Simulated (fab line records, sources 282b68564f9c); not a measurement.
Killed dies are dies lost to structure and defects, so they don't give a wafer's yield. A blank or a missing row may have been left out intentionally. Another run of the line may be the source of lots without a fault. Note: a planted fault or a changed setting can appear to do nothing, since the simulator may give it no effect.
Code-filled problem report in 8D (eight disciplines) form | flow rit cmos | the parts of the form that need people (team, actions taken, sign-off) are left out

1. THE ISSUE
Mean SPACER_NITRIDE_THK at RIT_SPACER_THK_MEAS_04: 158.9 nm over 6 wafers in 2 lots; fault-free wafers: 250.1 nm, standard deviation 2.7. Relative to the usual mean, that is a shift of -34 standard deviations.
Seen first at day 6 05:26 on film metro-02, wafer L836.1. The record has a number at this step for 42 wafers belonging to 14 lots. The rule behind "out" and "out of limits": a value lying over 4 standard deviations away from the usual mean. The other wafers with a number count as sound.

2. WHAT IT IS, AND WHAT IT ISN'T
question                    | is                           | is not
which readings at this step | SPACER_NITRIDE_THK           | -
which lots                  | L836, L840                   | L821, L822, L823, L824, L826, L827, L828, L830, L831, L832, L837, L843
which wafers of those lots  | all that have a number       | -
read on which gauges        | film metro-02, film metro-04 | film metro-03
when                        | from day 6 05:26             | up to then (30 sound wafers); but 6 sound wafers of L837, L843 came after

3. SUSPECTS, AND WHAT RULES EACH OUT
Counting: a tool at any process step up to the reading remains a suspect when it ran all the lots that are out and ran no sound lot after the first of those.
- ruled out: the gauge at RIT_SPACER_THK_MEAS_04. 2 gauges (film metro-02, film metro-04) read the wafers that are out.
- lpcvd-02 at RIT_SPACER_CVD_03 (deposits Si3N4 from SiH2Cl2/NH3, target thk 250 nm, time 3300 s): kept. It ran every lot that is out, first L836 (day 6 03:31), and no sound lot after that; its last sound lot up to then is L831 (day 5 04:05). Its own spike tc centre C, spike tc load C, spike tc source C, susceptor temp C readings are out on those wafers.
After counting, what remains is lpcvd-02 at RIT_SPACER_CVD_03.

4. THE CAUSE (what the simulator had put in)
lpcvd-02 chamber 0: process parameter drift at RIT_SPACER_CVD_03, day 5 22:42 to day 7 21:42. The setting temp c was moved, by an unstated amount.
Counting left only this tool.

5. THE EFFECT CHAIN, in route order
One row per reading whose mean, taken over the struck wafers that have a number, lies over 3 standard deviations from the usual. Scope: only readings with a usual standard deviation given in the record; hours: median across lots of the time from each lot's start at the first step in this table that gives one to its start at this step; sigmas: change in usual standard deviations.
hours | step                   | reading            | usual      | on struck wafers | change | sigmas
0     | RIT_SPACER_CVD_03      | spike tc centre C  | 812.7 C    | 788.7            | -24.0  | -17
0     | RIT_SPACER_CVD_03      | spike tc load C    | 832.5 C    | 809.4            | -23.1  | -10
0     | RIT_SPACER_CVD_03      | spike tc source C  | 830.0 C    | 800.8            | -29.2  | -10
0     | RIT_SPACER_CVD_03      | susceptor temp C   | 810.0 C    | 784.5            | -25.5  | -67
2     | RIT_SPACER_THK_MEAS_04 | SPACER_NITRIDE_THK | 250.1 nm   | 158.9            | -91.2  | -34
2     | RIT_SPACER_ETCHBACK_05 | oes product au     | 0.847 a.u. | 0.618            | -0.229 | -23
It contains these process steps:
- RIT_SPACER_CVD_03: deposits Si3N4 from SiH2Cl2/NH3, target thk 250 nm, time 3300 s.
- RIT_SPACER_ETCHBACK_05: etches Si3N4 in SF6/CHF3, stops on SiO2, target depth 250 nm, time 240 s.

6. WHAT WOULD HAVE CAUGHT IT SOONER
7 hours passed between the start of the fault at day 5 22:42 and the first reading out of limits at a measuring or inspecting step in this record, taken at day 6 05:26.
The tool's own readings at RIT_SPACER_CVD_03 were out on every struck wafer that the step has a row for (spike tc centre C, spike tc load C, spike tc source C, susceptor temp C): an alarm limit on them would have fired on the first of those.
L840, from the lots that are out (2), started RIT_SPACER_CVD_03 on lpcvd-02 later than day 6 05:26. Putting the tool on hold at that point would have spared it.
